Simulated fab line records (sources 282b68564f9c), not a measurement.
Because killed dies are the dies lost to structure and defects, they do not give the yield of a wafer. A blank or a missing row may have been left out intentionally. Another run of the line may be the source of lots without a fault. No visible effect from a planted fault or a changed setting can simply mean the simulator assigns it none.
fab line records	flow ritCmos
record: lots: 5	wafers: 23
route steps=202 shown ACTIVE@4 FOX1@20 NWELL@29 PWELL@47 NRETRO@61 GATE@81 M1@202
startH: the number of hours between the record's first day and the start of the first shown wafer of the lot	waitH: time in hours since the lot's previous step	" identical to the entry in the row above	L1.1+2: a row that stands for several wafers	- value missing, or start not given	* or withheld: withheld	< > ~ a bound
route shown NAME@n: a module of which the file shows steps, and the number in the route of the first	usual: mean/standard deviation of fault-free wafers	same: alike in all rows	chamber/n: place in a boat	sites: each site's reading	_std_site: standard deviation across them	_edge_site: mean of outer sites minus mean of inner sites	radiusMm: how far each site lies from the wafer's centre	mask NAME#n: copy n	behind: the most recent tool/chamber to have shaped the wafer	hold: why the lot was held/for how many hours/how that ended	device: the transistor (n, p or np) that didn't switch	end of line: tests of these same wafers at the route's end	a step given without rows: its recipe and nothing more	killed: dies that structure and defects cost at the first sort, which is not the same as the wafer's yield	map: a wafer's dies, marking killed ones x, the rest . and places with no die _
set.NAME: the setting the step ran with; set.NAME@STEP: the setting that earlier step ran with	model.NAME: the simulator's own value behind a step, which no gauge read
lots whose settings were changed on purpose; a table a step, a row a wafer
== steps ==
step: RIT_ACTIVE_CVD_03
recipe: material: Si3N4	targetThkNm: 150	tempC: 810	precursor: SiH2Cl2/NH3	timeS: 1500	pressureMtorr: 300	sih2cl2FlowSccm: 60	nh3FlowSccm: 150
lot.wafer	tool	chamber	startH	waitH	set.timeS	model.Si3N4_of_ACTIVE_CVD_03.thkNm
L078.1	lpcvd-01	0	33.11	0.1	1500	151
L078.2	"	0	"	"	1500	150
L078.5	"	0	"	"	1500	150.4
L079.1	-	-	-	0.1	1386	135.8
L079.2+4	"	-	"	"	1386	136.6
L079.3	"	-	"	"	1386	137.6
L079.5	"	-	"	"	1386	136.4
L081.1	-	-	-	0.1	1500	148.1
L081.2	"	-	"	"	1500	149.4
L081.3	"	-	"	"	1500	149.1
L081.5	"	-	"	"	1500	148.4
L081.6	"	-	"	"	1500	148.3
L082.1	-	-	-	0.1	1566	154.9
L082.3	"	-	"	"	1566	155.9
L082.4	"	-	"	"	1566	155.2
L082.5	"	-	"	"	1566	154.2
L082.6	"	-	"	"	1566	155.3
L085.1	-	-	-	0.1	1500	149
L085.2	"	-	"	"	1500	148.4
L085.3	"	-	"	"	1500	148.5
L085.4	"	-	"	"	1500	149.8
L085.6	"	-	"	"	1500	147.8
step: RIT_ACTIVE_THK_MEAS_04
recipe: reads: Si3N4_of_ACTIVE_CVD_03
usual: ACTIVE_NITRIDE_THK: 149.3/1.1
lot.wafer	tool	chamber	startH	waitH	set.timeS@ACTIVE_CVD_03	ACTIVE_NITRIDE_THK[nm]
L078.1	filmMetro-01	-	34.53	0.0	1500	150.9
L078.2	"	-	"	"	1500	149.9
L078.5	"	-	"	"	1500	150.3
L079.1	filmMetro-04	-	-	-	1386	135.6
L079.2	"	-	"	"	1386	136.6
L079.3	"	-	"	"	1386	137.6
L079.4	"	-	"	"	1386	136.5
L079.5	"	-	"	"	1386	136.5
L081.1	filmMetro-01	-	-	-	1500	148.1
L081.2	"	-	"	"	1500	149.4
L081.3	"	-	"	"	1500	149.1
L081.5	"	-	"	"	1500	148.3
L081.6	"	-	"	"	1500	148.1
L082.1	filmMetro-04	-	-	-	1566	155.0
L082.3	"	-	"	"	1566	155.9
L082.4	"	-	"	"	1566	155.2
L082.5	"	-	"	"	1566	154.2
L082.6	"	-	"	"	1566	155.3
L085.1	filmMetro-02	-	-	-	1500	149.0
L085.2	"	-	"	"	1500	148.4
L085.3	"	-	"	"	1500	148.5
L085.4	"	-	"	"	1500	149.8
L085.6	"	-	"	"	1500	147.8
step: RIT_ACTIVE_COAT_06
recipe: resist: NOVOLAK	spinRpm: 3250	resistThkNm: 1000
lot.wafer	tool	chamber	startH	waitH	set.resistThkNm	model.NOVOLAK_of_ACTIVE_COAT_06.thkNm
L078.1	lithoTrack-02	0	34.74	0.1	1000	998.1
L078.2	"	0	"	"	1000	997.1
L078.5	"	0	"	"	1000	999.9
L079.1+5	lithoTrack-04	0	39.48	0.1	1024	1028
L079.2	"	0	"	"	1000	1003
L079.3	"	0	"	"	1000	1004
L079.4	"	0	"	"	1024	1026
L081.1	lithoTrack-02	0	49.47	0.1	961.2	956.3
L081.2	"	0	"	"	961.2	953.7
L081.3	"	0	"	"	1000	994.4
L081.5	"	0	"	"	1000	996.5
L081.6	"	0	"	"	961.2	957.6
L082.1	lithoTrack-03	0	53.95	0.1	1000	998.5
L082.3+5	"	0	"	"	1000	1000
L082.4+6	"	0	"	"	1000	1001
L085.1	lithoTrack-03	0	72.17	0.1	1000	994.8
L085.2	"	0	"	"	1000	994.9
L085.3	"	0	"	"	1000	994.1
L085.4	"	0	"	"	1000	993.7
L085.6	"	0	"	"	1000	998
step: RIT_ACTIVE_SOFTBAKE_07
recipe: resist: NOVOLAK	tempC: 90	timeS: 60
step: RIT_ACTIVE_EXPOSE_08
recipe: maskId: M1	na: 0.6	sourceShape: conventional	sigmaOuter: 0.6	targetCdNm: 1400	doseMj: 225
step: RIT_ACTIVE_DEVELOP_10
recipe: resist: NOVOLAK	developTimeS: 50	devTempC: 23
step: RIT_ACTIVE_HARDBAKE_12
recipe: resist: NOVOLAK	tempC: 140	timeS: 60
lot.wafer	tool	chamber	startH	waitH	set.resistThkNm@ACTIVE_COAT_06	model.NOVOLAK_of_ACTIVE_COAT_06.thkNm
L078.1	lithoTrack-03	0	35.56	0.1	1000	882.1
L078.2	"	0	"	"	1000	881.3
L078.5	"	0	"	"	1000	883.6
L079.1	lithoTrack-03	0	40.42	0.1	1024	908.1
L079.2	"	0	"	"	1000	886.7
L079.3	"	0	"	"	1000	887.6
L079.4	"	0	"	"	1024	906.6
L079.5	"	0	"	"	1024	908.5
L081.1	lithoTrack-03	0	50.63	0.3	961.2	845.5
L081.2	"	0	"	"	961.2	843.3
L081.3	"	0	"	"	1000	878.9
L081.5	"	0	"	"	1000	880.8
L081.6	"	0	"	"	961.2	846.6
L082.1	lithoTrack-03	0	54.90	0.1	1000	882.4
L082.3+5	"	0	"	"	1000	884
L082.4	"	0	"	"	1000	884.2
L082.6	"	0	"	"	1000	885
L085.1	lithoTrack-02	0	73.13	0.1	1000	879.2
L085.2	"	0	"	"	1000	879.3
L085.3	"	0	"	"	1000	878.6
L085.4	"	0	"	"	1000	878.3
L085.6	"	0	"	"	1000	882.1
step: RIT_ACTIVE_ETCH_13
recipe: stopOn: SiO2	chemistry: SF6	target: Si3N4	timeS: 210	overEtchFrac: 0.4	SF6_flow_sccm: 200	pressureMtorr: 260	rfW: 125	targetDepthA: 2100
lot.wafer	tool	chamber	startH	waitH	set.timeS@ACTIVE_CVD_03	model.etch.depthNm	model.ACTIVE.featureDepthNm
L078.1	rieDiel-02	2	35.71	0.1	1500	151	153.7
L078.2	"	1	"	"	1500	150	152.6
L078.5	"	0	"	"	1500	150.4	150.4
L079.1	rieDiel-02	2	40.57	0.1	1386	135.8	138.5
L079.2+4	"	3	"	"	1386	136.6	136.6
L079.3	"	0	"	"	1386	137.6	137.6
L079.5	"	2	"	"	1386	136.4	139.2
L081.1	rieDiel-02	0	50.78	0.1	1500	148.1	148.1
L081.2	"	3	"	"	1500	-	149.4
L081.3	"	1	"	"	1500	149.1	151.6
L081.5	"	3	"	"	1500	-	148.4
L081.6	"	0	"	"	1500	-	148.3
L082.1	rieDiel-01	0	55.05	0.1	1566	-	154.9
L082.3+6	"	1,3	"	"	1566	-	155.9
L082.4	"	2	"	"	1566	155.2	155.2
L082.5	"	0	"	"	1566	154.2	154.2
L085.1	rieDiel-04	1	73.28	0.1	1500	-	149.3
L085.2	"	2	"	"	1500	148.4	149.3
L085.3	"	3	"	"	1500	-	148.5
L085.4	"	0	"	"	1500	149.8	149.8
L085.6	"	2	"	"	1500	-	148.7
step: RIT_FOX1_OXIDATION_00
recipe: tempC: 1100	ambient: H2O	targetThkA: 3507	pH2oTorr: 720	oxTimeS: 1130
lot.wafer	tool	chamber	startH	waitH	set.oxTimeS	model.SiO2_of_FOX1_OXIDATION_00.thkNm
L078.1	furnace-01	0	37.01	0.5	1130	358.4
L078.2	"	0	"	"	1130	359.5
L078.5	"	0	"	"	1130	363.9
L079.1	-	-	-	0.7	1190	351.7
L079.2	"	-	"	"	1190	348.9
L079.3	"	-	"	"	1190	351.4
L079.4	"	-	"	"	1190	355.6
L079.5	"	-	"	"	1190	351
L081.1	-	-	-	0.6	1030	336.3
L081.2	"	-	"	"	1030	346
L081.3	"	-	"	"	1030	331.9
L081.5	"	-	"	"	1030	328.8
L081.6	"	-	"	"	1030	332.8
L082.1	-	-	-	0.4	1067	334.2
L082.3	"	-	"	"	1067	333.5
L082.4	"	-	"	"	1067	337
L082.5	"	-	"	"	1067	336
L082.6	"	-	"	"	1067	331.9
L085.1	-	-	-	0.0	1242	359.2
L085.2	"	-	"	"	1242	367
L085.3	"	-	"	"	1242	371
L085.4	"	-	"	"	1242	362.9
L085.6	"	-	"	"	1242	367.7
step: RIT_NWELL_COAT_01
recipe: resist: NOVOLAK	spinRpm: 2000	resistThkNm: 1300
lot.wafer	tool	chamber	startH	waitH	set.spinRpm	model.NOVOLAK_of_NWELL_COAT_01.thkNm
L078.1	lithoTrack-01	0	40.90	0.1	2000	1298
L078.2	"	0	"	"	2000	1305
L078.5	"	0	"	"	2000	1302
L079.1	lithoTrack-02	0	46.01	0.1	2100	1269
L079.2	"	0	"	"	2100	1268
L079.3	"	0	"	"	2000	1305
L079.4	"	0	"	"	2100	1271
L079.5	"	0	"	"	2000	1302
L081.1	lithoTrack-02	0	56.52	0.1	2069	1278
L081.2	"	0	"	"	2000	1300
L081.3	"	0	"	"	2000	1304
L081.5	"	0	"	"	2069	1279
L081.6	"	0	"	"	2000	1303
L082.1+6	lithoTrack-01	0	60.11	0.1	2000	1303
L082.3+5	"	0	"	"	2000	1304
L082.4	"	0	"	"	2000	1302
L085.1	lithoTrack-02	0	79.76	0.1	2000	1302
L085.2	"	0	"	"	1854	1351
L085.3	"	0	"	"	1854	1349
L085.4	"	0	"	"	1854	1353
L085.6	"	0	"	"	2000	1299
step: RIT_NWELL_SOFTBAKE_02
recipe: resist: NOVOLAK	tempC: 90	timeS: 60
step: RIT_NWELL_EXPOSE_03
recipe: maskId: M2	na: 0.57	targetCdNm: 43900	doseMj: 250
step: RIT_NWELL_DEVELOP_05
recipe: resist: NOVOLAK	developTimeS: 68	devTempC: 23
step: RIT_NWELL_HARDBAKE_07
recipe: resist: NOVOLAK	tempC: 140	timeS: 120
lot.wafer	tool	chamber	startH	waitH	set.spinRpm@NWELL_COAT_01	model.NOVOLAK_of_NWELL_COAT_01.thkNm
L078.1	lithoTrack-03	0	41.79	0.0	2000	1135
L078.2	"	0	"	"	2000	1141
L078.5	"	0	"	"	2000	1139
L079.1	lithoTrack-02	0	46.78	0.0	2100	1111
L079.2	"	0	"	"	2100	1109
L079.3	"	0	"	"	2000	1141
L079.4	"	0	"	"	2100	1112
L079.5	"	0	"	"	2000	1139
L081.1	lithoTrack-03	0	57.41	0.0	2069	1118
L081.2	"	0	"	"	2000	1137
L081.3+6	"	0	"	"	2000	1140
L081.5	"	0	"	"	2069	1119
L082.1+3+5+6	lithoTrack-03	0	60.88	0.0	2000	1140
L082.4	"	0	"	"	2000	1139
L085.1	lithoTrack-03	0	80.56	0.0	2000	1139
L085.2	"	0	"	"	1854	1181
L085.3	"	0	"	"	1854	1179
L085.4	"	0	"	"	1854	1183
L085.6	"	0	"	"	2000	1136
step: RIT_NWELL_IMPLANT_08
recipe: species: P	energyKev: 170	doseCm2: 5e+13	tiltDeg: 7
lot.wafer	tool	chamber	startH	waitH	set.energyKev	model.implant.rpNm	model.implant.drpNm
L078.1+2+5	implanter-02	0	42.04	0.2	170	216.8	68.82
L079.1+2	implanter-03	0	47.03	0.2	174.6	220.5	70.22
L079.3+4+5	"	0	"	"	170	214.5	68.82
L081.1+2	implanter-02	0	57.66	0.2	170	219.9	68.82
L081.3+5+6	"	0	"	"	160.9	207.8	66.09
L082.1+4+6	implanter-01	0	61.13	0.2	170	204.6	68.82
L082.3+5	"	0	"	"	165	198.4	67.33
L085.1+3	implanter-03	0	80.81	0.2	170	215.5	68.82
L085.2+4+6	"	0	"	"	173.4	219.9	69.85
step: RIT_PWELL_IMPLANT_08
recipe: species: B	energyKev: 170	doseCm2: 7e+13	tiltDeg: 7
lot.wafer	tool	chamber	startH	waitH	set.energyKev	model.implant.rpNm	model.implant.drpNm
L078.1+2+5	implanter-01	0	43.61	0.2	170	484.4	102.9
L079.1+3+5	implanter-02	0	48.58	0.2	164.6	472.1	101.7
L079.2+4	"	0	"	"	170	483.6	102.9
L081.1+2+5	implanter-02	0	59.24	0.2	170	476.7	102.9
L081.3+6	"	0	"	"	175.5	488.5	103.8
L082.1+3	implanter-01	0	62.68	0.2	175.9	500.5	103.8
L082.4+5+6	"	0	"	"	170	487.4	102.9
L085.1+2	implanter-02	0	82.48	0.2	161.3	452.8	100.9
L085.3+4+6	"	0	"	"	170	470.9	102.9
step: RIT_NRETRO_IMPLANT_08
recipe: species: P	energyKev: 70	doseCm2: 1e+13	tiltDeg: 7
lot.wafer	tool	chamber	startH	waitH	set.energyKev	model.implant.rpNm	model.implant.drpNm
L078.1+2+5	implanter-02	0	51.35	0.2	70	86.86	33.94
L079.1+3	implanter-03	0	56.06	0.2	67.82	81.99	33.04
L079.2+4+5	"	0	"	"	70	84.7	33.94
L081.1+2+3+5+6	implanter-04	0	66.29	0.2	70	83.7	33.94
L082.1+6	implanter-04	0	69.55	0.2	73.66	89.17	35.42
L082.3+4+5	"	0	"	"	70	84.62	33.94
L085.1+2+4	implanter-02	0	89.74	0.2	66.7	79.94	32.57
L085.3+6	"	0	"	"	70	84.01	33.94
step: RIT_GATE_OXIDATION_05
recipe: tempC: 900	ambient: O2	targetThkA: 30	oxTimeS: 270
lot.wafer	tool	chamber	startH	waitH	set.tempC	model.SiO2_of_GATE_OXIDATION_05.thkNm
L078.1	furnace-04	0	54.53	0.6	900	3.063
L078.2	"	0	"	"	900	3.072
L078.5	"	0	"	"	900	3.043
L079.1	-	-	-	0.5	889	2.688
L079.2	"	-	"	"	889	2.708
L079.3	"	-	"	"	889	2.666
L079.4	"	-	"	"	889	2.734
L079.5	"	-	"	"	889	2.693
L081.1	-	-	-	1.7	900	3.022
L081.2	"	-	"	"	900	2.991
L081.3	"	-	"	"	900	2.955
L081.5	"	-	"	"	900	3.009
L081.6	"	-	"	"	900	2.98
L082.1	-	-	-	0.1	908.1	3.297
L082.3	"	-	"	"	908.1	3.264
L082.4	"	-	"	"	908.1	3.263
L082.5	"	-	"	"	908.1	3.328
L082.6	"	-	"	"	908.1	3.26
L085.1	-	-	-	0.9	876.1	2.127
L085.2	"	-	"	"	876.1	2.145
L085.3	"	-	"	"	876.1	2.208
L085.4	"	-	"	"	876.1	2.106
L085.6	"	-	"	"	876.1	2.22
step: RIT_GATE_ANNEAL_06
recipe: tempC: 900	timeS: 600	ambient: N2O
step: RIT_GATE_THK_MEAS_07
recipe: reads: SiO2_of_GATE_OXIDATION_05
usual: GATE_OXIDE_THK: 3.00/0.063
lot.wafer	tool	chamber	startH	waitH	set.tempC@GATE_OXIDATION_05	GATE_OXIDE_THK[nm]
L078.1	filmMetro-01	-	56.22	0.0	900	3.05
L078.2	"	-	"	"	900	3.03
L078.5	"	-	"	"	900	3.08
L079.1	filmMetro-04	-	60.93	0.0	889	2.72
L079.2	"	-	"	"	889	2.70
L079.3	"	-	"	"	889	2.70
L079.4	"	-	"	"	889	2.72
L079.5	"	-	"	"	889	2.73
L081.1	filmMetro-04	-	71.81	0.0	900	3.01
L081.2	"	-	"	"	900	2.99
L081.3	"	-	"	"	900	2.93
L081.5	"	-	"	"	900	3.03
L081.6	"	-	"	"	900	2.94
L082.1	filmMetro-01	-	73.44	0.0	908.1	3.33
L082.3	"	-	"	"	908.1	3.28
L082.4	"	-	"	"	908.1	3.24
L082.5	"	-	"	"	908.1	3.39
L082.6	"	-	"	"	908.1	3.29
L085.1	filmMetro-03	-	94.99	0.0	876.1	2.10
L085.2	"	-	"	"	876.1	2.09
L085.3	"	-	"	"	876.1	2.18
L085.4	"	-	"	"	876.1	2.10
L085.6	"	-	"	"	876.1	2.24
step: RIT_GATE_CVD_08
recipe: material: poly-Si	targetThkNm: 250	tempC: 610	precursor: SiH4	timeS: 2220	pressureMtorr: 300	sih4FlowSccm: 100
lot.wafer	tool	chamber	startH	waitH	set.sih4FlowSccm	model.poly-Si_of_GATE_CVD_08.thkNm
L078.1	lpcvd-01	1	56.28	0.1	100	249.8
L078.2	"	1	"	"	100	249.2
L078.5	"	1	"	"	100	247.7
L079.1	-	-	-	0.1	87.93	216.7
L079.2	"	-	"	"	87.93	217.3
L079.3	"	-	"	"	87.93	215.3
L079.4	"	-	"	"	87.93	217.7
L079.5	"	-	"	"	87.93	216.9
L081.1	-	-	-	0.1	93.34	229.3
L081.2	"	-	"	"	93.34	230.4
L081.3	"	-	"	"	93.34	229
L081.5	"	-	"	"	93.34	228
L081.6	"	-	"	"	93.34	230.5
L082.1	-	-	-	0.1	103.8	257.4
L082.3	"	-	"	"	103.8	254.4
L082.4	"	-	"	"	103.8	256.5
L082.5	"	-	"	"	103.8	256.6
L082.6	"	-	"	"	103.8	256.9
L085.1	-	-	-	0.1	90.97	227
L085.2	"	-	"	"	90.97	226.3
L085.3+6	"	-	"	"	90.97	226.1
L085.4	"	-	"	"	90.97	226.2
step: RIT_GATE_THK_MEAS_09
recipe: reads: poly-Si_of_GATE_CVD_08
usual: GATE_POLY_THK: 248.2/2.6
lot.wafer	tool	chamber	startH	waitH	set.sih4FlowSccm@GATE_CVD_08	GATE_POLY_THK[nm]
L078.1	filmMetro-04	-	57.90	0.0	100	249.7
L078.2	"	-	"	"	100	249.2
L078.5	"	-	"	"	100	247.6
L079.1	filmMetro-03	-	-	-	87.93	216.7
L079.2	"	-	"	"	87.93	217.2
L079.3	"	-	"	"	87.93	215.4
L079.4	"	-	"	"	87.93	217.6
L079.5	"	-	"	"	87.93	217.0
L081.1	filmMetro-03	-	-	-	93.34	229.3
L081.2	"	-	"	"	93.34	230.4
L081.3	"	-	"	"	93.34	228.9
L081.5	"	-	"	"	93.34	227.7
L081.6	"	-	"	"	93.34	230.5
L082.1	filmMetro-03	-	-	-	103.8	257.5
L082.3	"	-	"	"	103.8	254.4
L082.4	"	-	"	"	103.8	256.7
L082.5	"	-	"	"	103.8	256.8
L082.6	"	-	"	"	103.8	256.7
L085.1	filmMetro-03	-	-	-	90.97	227.0
L085.2	"	-	"	"	90.97	226.2
L085.3	"	-	"	"	90.97	226.0
L085.4	"	-	"	"	90.97	226.3
L085.6	"	-	"	"	90.97	225.9
step: RIT_M1_PROBE_99
usual: killedAtContacts: 0.1/0.23	killedAtFrontEnd: 7.2/2.8	killedDies: 7.3/2.8	killedOpen: 3.8/1.8	killedShort: 3.4/2
same: grossDies: 264	killed_at_M0_to_M3: 0	killed_at_M4_up: 0	killedAtBackSide: 0	killedAtOther: 0
lot.wafer	tool	chamber	startH	waitH	set.sih4FlowSccm@GATE_CVD_08	killedAtContacts	killedAtFrontEnd	killedDies	killedOpen	killedShort	model.etest.nmosTurned.driveUaUm
L078.1	prober-01	-	79.26	0.1	100	1	8	9	4	5	312.1
L078.2	prober-01	-	79.31	0.1	100	0	6	6	2	4	314.3
L078.5	prober-01	-	79.46	0.2	100	0	15	15	6	9	317.8
L079.1	prober-02	-	87.18	0.1	87.93	0	15	15	6	5	377.4
L079.2	prober-02	-	87.23	0.1	87.93	0	12	12	6	3	372.6
L079.3	prober-02	-	87.28	0.2	87.93	0	11	11	4	3	376.6
L079.4	prober-02	-	87.33	0.2	87.93	0	10	10	7	3	412.2
L079.5	prober-02	-	87.38	0.2	87.93	0	3	3	0	3	403.4
L081.1	prober-02	-	96.08	0.1	93.34	0	5	5	3	2	350.1
L081.2	prober-02	-	96.13	0.1	93.34	0	5	5	2	3	346.9
L081.3	prober-02	-	96.18	0.2	93.34	0	4	4	2	2	376.3
L081.5	prober-02	-	96.28	0.2	93.34	0	6	6	3	3	370.7
L081.6	prober-02	-	96.33	0.2	93.34	1	6	7	3	4	364.5
L082.1	prober-02	-	97.58	0.1	103.8	0	13	13	8	5	302
L082.3	prober-02	-	97.68	0.2	103.8	0	8	8	4	2	290.5
L082.4	prober-02	-	97.73	0.2	103.8	0	5	5	4	1	301.1
L082.5	prober-02	-	97.78	0.2	103.8	0	15	15	7	8	274.9
L082.6	prober-02	-	97.83	0.2	103.8	0	8	8	2	5	287
L085.1	prober-01	-	118.28	0.1	90.97	0	5	5	4	1	-
L085.2	prober-01	-	118.33	0.1	90.97	0	10	10	4	6	-
L085.3	prober-01	-	118.38	0.2	90.97	0	8	8	5	3	-
L085.4	prober-01	-	118.43	0.2	90.97	0	2	2	0	2	-
L085.6	prober-01	-	118.53	0.2	90.97	0	5	5	2	3	-
killed by level:class
L078.1 FOX1:geometricParticle:short=2 GATE:geometricParticle:open=2 FOX1:geometricParticle:open=1 FOX2:geometricParticle:short=1 REOX:geometricParticle:open=1 SILICIDE:geometricParticle:short=1 CONTACT:geometricParticle:short=1
L078.2 GATE:geometricParticle:short=2 GATE:geometricParticle:open=2 REOX:geometricParticle:short=1 SILICIDE:geometricParticle:short=1
L078.5 SILICIDE:geometricParticle:short=3 FOX1:geometricParticle:open=2 GATE:geometricParticle:short=2 REOX:geometricParticle:short=2 SILICIDE:geometricParticle:open=2 FOX1:geometricParticle:short=1 FOX2:geometricParticle:short=1 GATE:geometricParticle:open=1
L079.1 GATE:areaDevelop=4 GATE:geometricParticle:short=2 SPACER:geometricParticle:short=2 SPACER:geometricParticle:open=2 SILICIDE:geometricParticle:open=2 GATE:geometricParticle:open=1 REOX:geometricParticle:short=1 REOX:geometricParticle:open=1
L079.2 GATE:geometricParticle:open=3 GATE:areaDevelop=3 FOX1:geometricParticle:open=1 GATE:geometricParticle:short=1 REOX:geometricParticle:open=1 SPACER:geometricParticle:short=1 SPACER:geometricParticle:open=1 SILICIDE:geometricParticle:short=1
L079.3 GATE:areaDevelop=4 FOX1:geometricParticle:open=1 FOX2:geometricParticle:short=1 FOX2:geometricParticle:open=1 GATE:geometricParticle:open=1 GATE:geometricParticle:short=1 REOX:geometricParticle:open=1 SPACER:geometricParticle:short=1
L079.4 REOX:geometricParticle:open=3 FOX1:geometricParticle:open=2 FOX1:geometricParticle:short=1 GATE:geometricParticle:short=1 REOX:geometricParticle:short=1 SPACER:geometricParticle:open=1 SILICIDE:geometricParticle:open=1
L079.5 GATE:geometricParticle:short=2 SILICIDE:geometricParticle:short=1
L081.1 GATE:geometricParticle:open=3 GATE:geometricParticle:short=1 SILICIDE:geometricParticle:short=1
L081.2 REOX:geometricParticle:short=3 GATE:geometricParticle:open=2
L081.3 REOX:geometricParticle:short=2 REOX:geometricParticle:open=1 SILICIDE:geometricParticle:open=1
L081.5 GATE:geometricParticle:open=2 GATE:geometricParticle:short=1 REOX:geometricParticle:open=1 REOX:geometricParticle:short=1 SPACER:geometricParticle:short=1
L081.6 GATE:geometricParticle:open=2 FOX1:geometricParticle:short=1 REOX:geometricParticle:short=1 GATE:geometricParticle:short=1 SPACER:geometricParticle:short=1 CONTACT:geometricParticle:open=1
L082.1 GATE:geometricParticle:short=4 GATE:geometricParticle:open=3 SPACER:geometricParticle:open=2 FOX1:geometricParticle:open=1 FOX2:geometricParticle:open=1 SILICIDE:geometricParticle:short=1 REOX:geometricParticle:open=1
L082.3 GATE:geometricParticle:open=3 GATE:areaDevelop=2 FOX2:geometricParticle:short=1 GATE:geometricParticle:short=1 REOX:geometricParticle:open=1
L082.4 GATE:geometricParticle:open=4 GATE:geometricParticle:short=1
L082.5 GATE:geometricParticle:short=5 GATE:geometricParticle:open=4 FOX1:geometricParticle:open=2 FOX1:geometricParticle:short=2 FOX2:geometricParticle:open=1 REOX:geometricParticle:short=1
L082.6 REOX:geometricParticle:short=2 SPACER:geometricParticle:short=2 GATE:geometricParticle:open=1 GATE:geometricParticle:short=1 REOX:geometricParticle:open=1 GATE:areaDevelop=1
L085.1 FOX1:geometricParticle:open=1 GATE:geometricParticle:short=1 GATE:geometricParticle:open=1 REOX:geometricParticle:open=1 SPACER:geometricParticle:open=1
L085.2 FOX1:geometricParticle:short=2 FOX2:geometricParticle:short=2 GATE:geometricParticle:open=2 GATE:geometricParticle:short=2 SPACER:geometricParticle:open=2
L085.3 GATE:geometricParticle:open=3 GATE:geometricParticle:short=3 FOX2:geometricParticle:open=1 SPACER:geometricParticle:open=1
L085.4 FOX1:geometricParticle:short=1 FOX2:geometricParticle:short=1
L085.6 GATE:geometricParticle:short=1 GATE:geometricParticle:open=1 REOX:geometricParticle:open=1 REOX:geometricParticle:short=1 SPACER:geometricParticle:short=1
== key ==
split: step: RIT_ACTIVE_CVD_03	setting: timeS	stated: 1500	by: lot
response: step: RIT_ACTIVE_CVD_03	reading: model.Si3N4_of_ACTIVE_CVD_03.thkNm	change: +1.56	per: 1%	r: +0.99
response: step: RIT_ACTIVE_THK_MEAS_04	reading: ACTIVE_NITRIDE_THK	change: +1.56	per: 1%	r: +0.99
response: step: RIT_ACTIVE_ETCH_13	reading: model.etch.depthNm	change: +1.59	per: 1%	r: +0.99
response: step: RIT_ACTIVE_ETCH_13	reading: model.ACTIVE.featureDepthNm	change: +1.49	per: 1%	r: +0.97
split: step: RIT_ACTIVE_COAT_06	setting: resistThkNm	stated: 1000	by: wafer
response: step: RIT_ACTIVE_COAT_06	reading: model.NOVOLAK_of_ACTIVE_COAT_06.thkNm	change: +10.1	per: 1%	r: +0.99
response: step: RIT_ACTIVE_HARDBAKE_12	reading: model.NOVOLAK_of_ACTIVE_COAT_06.thkNm	change: +8.84	per: 1%	r: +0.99
split: step: RIT_FOX1_OXIDATION_00	setting: oxTimeS	stated: 1130	by: lot
response: step: RIT_FOX1_OXIDATION_00	reading: model.SiO2_of_FOX1_OXIDATION_00.thkNm	change: +1.62	per: 1%	r: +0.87
split: step: RIT_NWELL_COAT_01	setting: spinRpm	stated: 2000	by: wafer
response: step: RIT_NWELL_COAT_01	reading: model.NOVOLAK_of_NWELL_COAT_01.thkNm	change: -6.89	per: 1%	r: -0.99
response: step: RIT_NWELL_HARDBAKE_07	reading: model.NOVOLAK_of_NWELL_COAT_01.thkNm	change: -5.94	per: 1%	r: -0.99
split: step: RIT_NWELL_IMPLANT_08	setting: energyKev	stated: 170	by: wafer
response: step: RIT_NWELL_IMPLANT_08	reading: model.implant.rpNm	change: +2.22	per: 1%	r: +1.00
response: step: RIT_NWELL_IMPLANT_08	reading: model.implant.drpNm	change: +0.511	per: 1%	r: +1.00
split: step: RIT_PWELL_IMPLANT_08	setting: energyKev	stated: 170	by: wafer
response: step: RIT_PWELL_IMPLANT_08	reading: model.implant.rpNm	change: +3.62	per: 1%	r: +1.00
response: step: RIT_PWELL_IMPLANT_08	reading: model.implant.drpNm	change: +0.335	per: 1%	r: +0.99
split: step: RIT_NRETRO_IMPLANT_08	setting: energyKev	stated: 70	by: wafer
response: step: RIT_NRETRO_IMPLANT_08	reading: model.implant.rpNm	change: +0.867	per: 1%	r: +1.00
response: step: RIT_NRETRO_IMPLANT_08	reading: model.implant.drpNm	change: +0.287	per: 1%	r: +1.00
split: step: RIT_GATE_OXIDATION_05	setting: tempC	stated: 900	by: lot
response: step: RIT_GATE_OXIDATION_05	reading: model.SiO2_of_GATE_OXIDATION_05.thkNm	change: +0.311	per: 1%	r: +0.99
response: step: RIT_GATE_THK_MEAS_07	reading: GATE_OXIDE_THK	change: +0.318	per: 1%	r: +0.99
split: step: RIT_GATE_CVD_08	setting: sih4FlowSccm	stated: 100	by: lot
response: step: RIT_GATE_CVD_08	reading: model.poly-Si_of_GATE_CVD_08.thkNm	change: +2.5	per: 1%	r: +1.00
response: step: RIT_GATE_THK_MEAS_09	reading: GATE_POLY_THK	change: +2.5	per: 1%	r: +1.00
response: step: RIT_M1_PROBE_99	reading: model.etest.nmosTurned.driveUaUm	change: -6.24	per: 1%	r: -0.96
